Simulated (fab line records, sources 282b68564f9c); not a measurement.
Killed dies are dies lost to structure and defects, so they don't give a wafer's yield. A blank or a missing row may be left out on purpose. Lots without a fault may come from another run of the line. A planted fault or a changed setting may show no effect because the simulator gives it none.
Split-lot experiment | flow rit_cmos | 5 lots, 23 wafers read, on a route of 202 steps

THE SPLIT
At RIT_SDANNEAL_RTA_03 (time 5 s), the setting time_s was moved away from the recipe's 5 s on 11 of the 23 wafers read, by -10.7% to +5.3%. The other wafers ran this setting at the recipe's value.

FROM THE SPLIT TO THE READING: what the file shows between them, 1 step
- RIT_SDANNEAL_RS_MEAS_04: measures by four-point-probe

THE READING
PLDD_RS, in ohm/sq, at RIT_SDANNEAL_RS_MEAS_06 (measures by four-point-probe). Fault-free wafers of this fab line usually give 178.8 ohm/sq, standard deviation 0.5 ohm/sq.

wafer  | tool, chamber at the split | time_s as run, s | against the recipe | PLDD_RS, ohm/sq | against lot-mates on the recipe
L074.1 | rtp_anneal-02, 0           | 5                | recipe             | 179.1           | -
L074.2 | rtp_anneal-02, 0           | 5                | recipe             | 179.1           | -
L074.4 | rtp_anneal-02, 0           | 4.604            | -7.9%              | 180.4           | +1.5
L074.5 | rtp_anneal-02, 0           | 4.604            | -7.9%              | 180.4           | +1.5
L074.6 | rtp_anneal-02, 0           | 5                | recipe             | 178.6           | -
L077.2 | rtp_anneal-01, 0           | 5                | recipe             | 178.9           | -
L077.4 | rtp_anneal-01, 0           | 5                | recipe             | 178.4           | -
L077.5 | rtp_anneal-01, 0           | 5                | recipe             | 179.1           | -
L079.1 | rtp_anneal-01, 0           | 5.265            | +5.3%              | 177.6           | -1.3
L079.3 | rtp_anneal-01, 0           | 5.265            | +5.3%              | 177.7           | -1.2
L079.4 | rtp_anneal-01, 0           | 5                | recipe             | 178.9           | -
L079.5 | rtp_anneal-01, 0           | 5                | recipe             | 178.9           | -
L079.6 | rtp_anneal-01, 0           | 5.265            | +5.3%              | 177.7           | -1.2
L081.1 | rtp_anneal-02, 0           | 5                | recipe             | 178.7           | -
L081.2 | rtp_anneal-02, 0           | 4.515            | -9.7%              | 180.0           | +1.3
L081.3 | rtp_anneal-02, 0           | 4.515            | -9.7%              | 179.9           | +1.2
L081.4 | rtp_anneal-02, 0           | 4.515            | -9.7%              | 180.1           | +1.4
L081.6 | rtp_anneal-02, 0           | 5                | recipe             | 178.7           | -
L080.1 | rtp_anneal-01, 0           | 5                | recipe             | 179.0           | -
L080.2 | rtp_anneal-01, 0           | 4.467            | -10.7%             | 180.8           | +2.0
L080.3 | rtp_anneal-01, 0           | 4.467            | -10.7%             | 180.6           | +1.8
L080.4 | rtp_anneal-01, 0           | 4.467            | -10.7%             | 180.8           | +2.0
L080.5 | rtp_anneal-01, 0           | 5                | recipe             | 178.7           | -

THE FIT
A straight line over all 23 wafers: PLDD_RS changes by -0.17 ohm/sq for each +1% of time_s; r = -0.96; the points scatter about the line by 0.27 ohm/sq.
The same after taking each lot's own level away (the mean of its wafers on the recipe; 23 wafers): -0.175 ohm/sq for each +1%; r = -0.97; scatter 0.23 ohm/sq.
On that fit, the largest move of time_s shifts the reading by 1.9 ohm/sq.
The lots' own levels span 178.70 to 178.93 ohm/sq, that is 0.5 times the standard deviation above.
So the lot-to-lot level changes the slope little: the two slopes agree.
Check: with one of the wafers moved furthest among these (-10.7%) left out of the fit, the line predicts +1.76 ohm/sq for it against its lot-mates. It came out at +1.95 ohm/sq against them.

OTHER SPLITS ON THESE WAFERS
These wafers also went through other splits before the reading. Each is held against what the fit with the lots' levels taken away leaves over:
other split on the same wafers | wafers away from the commonest value | r with PLDD_RS (lot level and that fit taken away)
RIT_SDANNEAL_CLEAN_00 temp_c   | 18                                   | +0.13

THE WHOLE CHAIN: every reading that the file lists as answering this split, in the file's order
step                    | what it does                 | reading | change (the file's fit)            | r (the file's)
RIT_SDANNEAL_RS_MEAS_04 | measures by four-point-probe | PSD_RS  | -0.152 for each +1% of the setting | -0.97
RIT_SDANNEAL_RS_MEAS_06 | measures by four-point-probe | PLDD_RS | -0.17 for each +1% of the setting  | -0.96

THE FILE'S OWN FIT
PLDD_RS changes by -0.17 ohm/sq for each +1% of time_s, r = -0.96.
